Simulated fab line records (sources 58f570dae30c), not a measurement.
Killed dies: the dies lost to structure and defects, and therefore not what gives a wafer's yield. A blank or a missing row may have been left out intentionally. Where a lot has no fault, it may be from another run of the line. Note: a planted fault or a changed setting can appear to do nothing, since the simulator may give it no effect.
What tool caused it?	flow berkeley-cmos170	45 wafers from 15 lots sampled at 4 of the route's 331 steps

== WHAT THE GAUGES SHOWED, per wafer ==
UCB170_V1_CD_MEAS_90: the cd target is 700 nm. Usual: cd-nm reads 699.5 nm (standard deviation 1.6).
lot	measured	on	cd-nm (nm)	flag
L232	day 7 15:25	cd-sem-02	696.7 700.5 698.6	
L234	day 8 09:41	cd-sem-02	699.9 699.6 700.0	
L240	day 8 16:53	cd-sem-01	700.5 700.4 700.1	
L239	day 8 16:58	cd-sem-01	699.2 701.3 699.5	
L238	day 8 17:09	cd-sem-02	698.5 699.8 699.8	
L236	day 8 17:25	cd-sem-01	698.8 700.8 701.3	
L242	day 9 18:20	cd-sem-02	701.8 700.1 703.7	
L241	day 9 18:52	cd-sem-01	698.4 698.0 697.3	
L244	day 10 07:19	cd-sem-02	700.0 698.1 698.5	
L247	day 10 19:50	cd-sem-01	700.7 700.2 701.0	
L248	day 10 23:08	cd-sem-01	702.6 702.7 701.1	
L249	day 10 23:26	cd-sem-01	701.2 700.2 700.5	
L255	day 12 11:07	cd-sem-01	700.9 699.8 700.5	
L253	day 12 17:34	cd-sem-02	695.9 697.7 696.5	
L254	day 13 00:50	cd-sem-02	700.9 700.9 700.8	

UCB170_V2_OVL_MEAS_13. Usual: V2_OVL typically reads 1 nm, with standard deviation 6.
lot	measured	on	V2_OVL (nm)	flag
L232	day 7 20:26	overlay-01	5 -1 8	
L234	day 8 15:19	overlay-02	-2 7 3	
L240	day 8 23:50	overlay-02	-8 4 1	
L239	day 9 00:04	overlay-01	4 10 18	
L238	day 9 00:15	overlay-02	-9 2 -5	
L236	day 9 00:29	overlay-01	3 -2 -2	
L242	day 9 22:48	overlay-01	-2 -5 -2	
L241	day 9 23:44	overlay-01	1 -2 -5	
L244	day 10 14:12	overlay-01	3 -5 1	
L255	day 12 17:42	overlay-01	-1 5 1	
L253	day 12 22:32	overlay-01	-5 -5 -12	
L254	day 13 07:24	overlay-02	1 1 -5	

== EACH LOT AND THE TOOL THAT RAN IT (in order: tool; ch and the chambers of the sampled wafers; start) ==
lot	UCB170_M2_METAL_ETCH_18	UCB170_M2_STRIP_19
L232	rie-metal-01 ch 0, day 7 17:37	plasma-asher-02 ch 0,1, day 7 17:49
L234	rie-metal-02 ch 1, day 8 11:55	plasma-asher-03 ch 0, day 8 12:17
L240	rie-metal-03 ch 1, day 8 21:10	plasma-asher-04 ch 0,1, day 8 21:28
L239	rie-metal-02 ch 0,1, day 8 21:16	plasma-asher-02 ch 0,1, day 8 21:27
L238	rie-metal-01 ch 1, day 8 21:42	plasma-asher-04 ch 0,1, day 8 21:59
L236	rie-metal-03 ch 1, day 8 21:43	plasma-asher-03 ch 0, day 8 22:02
L242	rie-metal-02 ch 0,1, day 9 20:32	plasma-asher-03 ch 0,1, day 9 20:44
L241	rie-metal-03 ch 0,1, day 9 21:12	plasma-asher-03 ch 0, day 9 21:23
L244	rie-metal-03 ch 0,1, day 10 09:59	plasma-asher-02 ch 0,1, day 10 10:08
L247	rie-metal-01 ch 0,1, day 10 22:19	plasma-asher-03 ch 0,1, day 10 22:29
L248	rie-metal-02 ch 0,1, day 11 02:50	plasma-asher-04 ch 0, day 11 03:01
L249	rie-metal-03 ch 0,1, day 11 03:10	plasma-asher-03 ch 0,1, day 11 03:19
L255	rie-metal-01 ch 0,1, day 12 14:25	plasma-asher-04 ch 0, day 12 14:36
L253	rie-metal-01 ch 0,1, day 12 19:56	plasma-asher-04 ch 0,1, day 12 20:05
L254	rie-metal-03 ch 0,1, day 13 04:40	plasma-asher-02 ch 0,1, day 13 04:52
- UCB170_M2_METAL_ETCH_18: etches Al in Cl2/BCl3, stops on SiO2, target depth 1170 nm, time 195 s.
- UCB170_M2_STRIP_19: strips in O2.

== WHAT THE TOOLS THEMSELVES READ (means of the sampled wafers that have a number; where no wafer has one, the mark that the record gives instead) ==
UCB170_M2_METAL_ETCH_18. Usual: drypump-motor-current-A 5.6 A, standard deviation 0.52; he-backside-leak-sccm 3.37 sccm, standard deviation 0.16; oes-product-au 0.860 a.u., standard deviation 0.02; throttle-valve-pct 24.46 %, standard deviation 0.14.
lot	tool	drypump-motor-current-A (A)	he-backside-leak-sccm (sccm)	oes-product-au (a.u.)	throttle-valve-pct (%)	flag
L232	rie-metal-01	5.4	3.51	0.840	24.22	
L234	rie-metal-02	6.0	3.34	0.836	24.37	
L240	rie-metal-03	6.4	3.29	0.875	24.60	
L239	rie-metal-02	5.3	3.18	0.869	24.43	
L238	rie-metal-01	5.2	3.40	0.875	24.60	
L236	rie-metal-03	6.5	3.27	0.873	24.60	
L242	rie-metal-02	5.3	3.14	0.851	24.43	
L241	rie-metal-03	5.7	3.31	0.862	24.44	
L244	rie-metal-03	5.8	3.32	0.858	24.44	
L247	rie-metal-01	5.2	3.48	0.868	24.47	
L248	rie-metal-02	5.7	3.34	0.852	24.39	
L249	rie-metal-03	6.1	3.18	0.859	24.53	
L255	rie-metal-01	5.3	3.46	0.858	24.48	
L253	rie-metal-01	5.2	3.42	0.865	24.47	
L254	rie-metal-03	5.7	3.42	0.852	24.44	

UCB170_M2_STRIP_19. Usual: chamber-pressure-mTorr 3499.4 mTorr, standard deviation 3; drypump-motor-current-A 5.73 A, standard deviation 0.3; oes-product-au 0.540 a.u., standard deviation 0.024.
lot	tool	chamber-pressure-mTorr (mTorr)	drypump-motor-current-A (A)	oes-product-au (a.u.)	flag
L232	plasma-asher-02	3499.5	5.93	0.567	
L234	plasma-asher-03	3498.5	5.44	0.527	
L240	plasma-asher-04	3495.2	6.08	0.503	
L239	plasma-asher-02	3497.5	5.93	0.523	
L238	plasma-asher-04	3499.8	5.96	0.557	
L236	plasma-asher-03	3502.4	5.46	0.510	
L242	plasma-asher-03	3500.0	5.39	0.531	
L241	plasma-asher-03	3495.2	5.43	0.536	
L244	plasma-asher-02	3497.8	5.79	0.538	
L247	plasma-asher-03	-	-	-	OFF
L248	plasma-asher-04	-	-	-	OFF
L249	plasma-asher-03	-	-	-	OFF
L255	plasma-asher-04	3499.3	5.83	0.560	
L253	plasma-asher-04	3498.6	6.05	0.561	
L254	plasma-asher-02	3498.2	5.79	0.543	

== THE ANSWER, worked out from the rows above alone ==
Rule: lot off if the mean of its wafers having a number is beyond 3 standard deviations from the usual mean. A lot without any number at a reading at which 4 lots or more have one is off too. All remaining lots with rows at the step are treated as sound. Order of review: gauges by route order, followed by the tools' own readings, for which a lot's mean as printed above is used. The first step at which some lot is off is used, and at that step the reading that is off furthest; a lot without a number counts as furthest.
Off at UCB170_M2_STRIP_19 (chamber-pressure-mTorr): L247, L248, L249. Without a number there: L247, L248, L249.
If a tool, at that step or one of the process steps before it, ran each lot that is off and ran no sound lot following the first of them, it fits. No candidate that was tried fits.

== WHAT THE SIMULATOR HAD INSERTED ==
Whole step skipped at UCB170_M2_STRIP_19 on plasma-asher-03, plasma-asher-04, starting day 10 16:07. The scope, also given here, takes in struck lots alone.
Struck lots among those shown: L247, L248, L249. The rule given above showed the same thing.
